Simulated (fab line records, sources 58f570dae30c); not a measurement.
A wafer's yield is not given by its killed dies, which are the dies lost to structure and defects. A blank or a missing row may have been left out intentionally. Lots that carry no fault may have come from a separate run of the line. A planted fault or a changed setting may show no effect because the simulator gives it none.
Struck lot and sound lot, side by side ; flow berkeley cmos170 ; 22 out of 331 route steps
Sound: the wafers L437.1, L437.2, L437.3. Struck: wafers L432.2, L432.3, L432.6. The cause is named last.
Each step with rows lists, per side, the tool, then ch with its chambers, then its first start. Under that, the readings that differ: sound wafers ; struck wafers ; difference of the means ; sigmas: that difference in standard deviations of wafers without a fault.
alike: words and numbers the same on both sides, and readings whose means are apart by under 2 such deviations; not compared: readings that were withheld, readings missing a value for some wafer, numbers with overlapping values and no deviation given by the record, and bounds like >300 which may hide the same value.
A row with sigmas, a row that says differs or no value, or rows on one side alone: a step with any of these is where the two part. Non-overlapping numbers with no deviation appear without sigmas and do not part them. A reading that every wafer of one side lacks parts them only if that side has two wafers or more.

first, 1 step without rows for these wafers: UCB170_PVT_IMPLANT_07.
UCB170_PVT_STRIP_08: strips in O2.
  sound on plasma asher-02 ch 0,1, day 9 00:58; struck on plasma asher-02 ch 0, day 8 01:07
  alike: drypump motor current A, oes product au, strip time to endpoint s
  not compared: rf hours counter h
UCB170_PVT_TW_MEAS_09:
  struck on film metro-03, day 8 01:13; sound on film metro-04, day 9 01:04
reading;sound;struck;difference;sigmas
PVT_TW;500 498 499;513 510 510;+12;+2
then, 1 step without rows for these wafers: UCB170_GATE_WET_ETCH_00 (etches SiO2 in dHF, time 200 s).
UCB170_FIELD_THK_MEAS_91:
  struck on film metro-01, day 8 01:24; sound on film metro-03, day 9 01:12
  alike: FIELD_OXIDE_LEFT_2_THK
then, 1 step without rows for these wafers: UCB170_GATE_OXIDATION_01 (target thk 6.6 nm, ox time 1800 s).
UCB170_GATE_THK_MEAS_02:
  struck on film metro-02, day 8 03:58; sound on film metro-01, day 9 04:46
reading;sound;struck;difference;sigmas
GATE_OXIDE_THK (nm);6.79 6.92 6.86;6.55 6.52 6.60;-0.30;-2
then, 2 steps without rows for these wafers: UCB170_GATE_ANNEAL_03 (time 1800 s); UCB170_GATE_CVD_04 (deposits poly-Si from SiH4, time 1440 s, target thk 214 nm).
UCB170_GATE_THK_MEAS_05:
  struck on film metro-02, day 8 08:18; sound on film metro-01, day 9 12:10
  alike: GATE_POLY_THK
then, 2 steps without rows for these wafers: UCB170_GATE_COAT_06; UCB170_GATE_COAT_07 (resist thk 900 nm).
UCB170_GATE_SOFTBAKE_08: time 60 s.
  sound on litho track-03 ch 0, day 9 12:00; struck on litho track-01 ch 0, day 8 08:00
reading;sound;struck;difference;sigmas
heater power total W (W);56.81 56.87 56.80;65.53 65.49 65.68;+8.74;+99 or more
plate temp C (C);130.09 130.02 130.06;145.07 145.19 145.15;+15.08;+99 or more
model.KrF_of_GATE_COAT_07.thk nm (nm);898.3 898 896.8;883.9 886.9 887.6;-11.6;
then, 3 steps without rows for these wafers: UCB170_GATE_EXPOSE_09 (exposes mask POLY, target cd 350 nm); UCB170_GATE_PEB_10; UCB170_GATE_DEVELOP_11 (develop time 45 s).
UCB170_GATE_CD_MEAS_12 targets a cd of 350 nm.
  struck on cd sem-02, day 8 09:40; sound on cd sem-01, day 9 13:29
reading;sound;struck;difference;sigmas
cd nm (nm);350.9 350.4 349.9;309.2 309.1 310.2;-40.9;-31
UCB170_GATE_OVL_MEAS_13:
  struck on overlay-01, day 8 09:46; sound on overlay-02, day 9 13:36
  alike: GATE_OVL
UCB170_GATE_ETCH_14: etches BARC in N2/H2.
  sound on rie diel-04 ch 0,1,2, day 9 13:38; struck on rie diel-04 ch 1,2,3, day 8 09:47
  alike: drypump motor current A, n2 flow sccm, oes product au, throttle valve pct
UCB170_GATE_ETCH_15: etches poly-Si in HBr/Cl2, stops on SiO2, time 56.3 s, target depth 278.2 nm.
  sound on rie si-01 ch 0,1,3, day 9 13:41; struck on rie si-02 ch 0,2, day 8 09:50
reading;sound;struck;difference;sigmas
model.KrF_of_GATE_COAT_07.thk nm (nm);772.3 779.2 776.2;756.4 759.9 759.9;-17.2;
  alike: drypump motor current A, oes product au, throttle valve pct
  not compared: rf hours counter h, model.GATE.cd nm
UCB170_GATE_STRIP_16: strips in O2.
  sound on plasma asher-04 ch 0,1, day 9 13:44; struck on plasma asher-04 ch 0,1, day 8 09:53
  alike: drypump motor current A, oes product au
  not compared: rf hours counter h
UCB170_M3_PROBE_99:
  struck on prober-02, day 9 23:06; sound on prober-01, day 11 11:21
reading;sound;struck;difference;sigmas
model.etest.pmos_0p35.r on ohm um;4604 4754 4751;3899 3914 3973;-774;
model.etest.pmos_0p6.r on ohm um;8421 8724 8551;7589 7558 7712;-946;
model.etest.nmos_0p35.r on ohm um;1446 1478 1475;1302 1297 1333;-156;
model.etest.nmos_0p6.r on ohm um;2287 2336 2313;2114 2105 2138;-193;
model.etest.pmos turned.drive ua um;295.8 287.4 292.9;355.4 358.3 353.8;+63.8;
model.etest.pmos_0p35.drive ua um;287.8 275.9 280.6;338.1 338.7 335.9;+56.1;
model.etest.npoly line.width nm (nm);321 321.8 322.1;283.9 279.9 280.9;-40.1;
model.etest.ppoly line.width nm (nm);321.3 323.1 321;281.4 279.5 282.4;-40.7;

== WHERE THEY PART ==
At UCB170_PVT_TW_MEAS_09 first; at UCB170_GATE_CD_MEAS_12 last (within this record only). Later steps at which nothing parts them and some readings are alike: UCB170_GATE_OVL_MEAS_13, UCB170_GATE_ETCH_14, UCB170_GATE_ETCH_15, UCB170_GATE_STRIP_16.

WHY: whatever the simulator had introduced
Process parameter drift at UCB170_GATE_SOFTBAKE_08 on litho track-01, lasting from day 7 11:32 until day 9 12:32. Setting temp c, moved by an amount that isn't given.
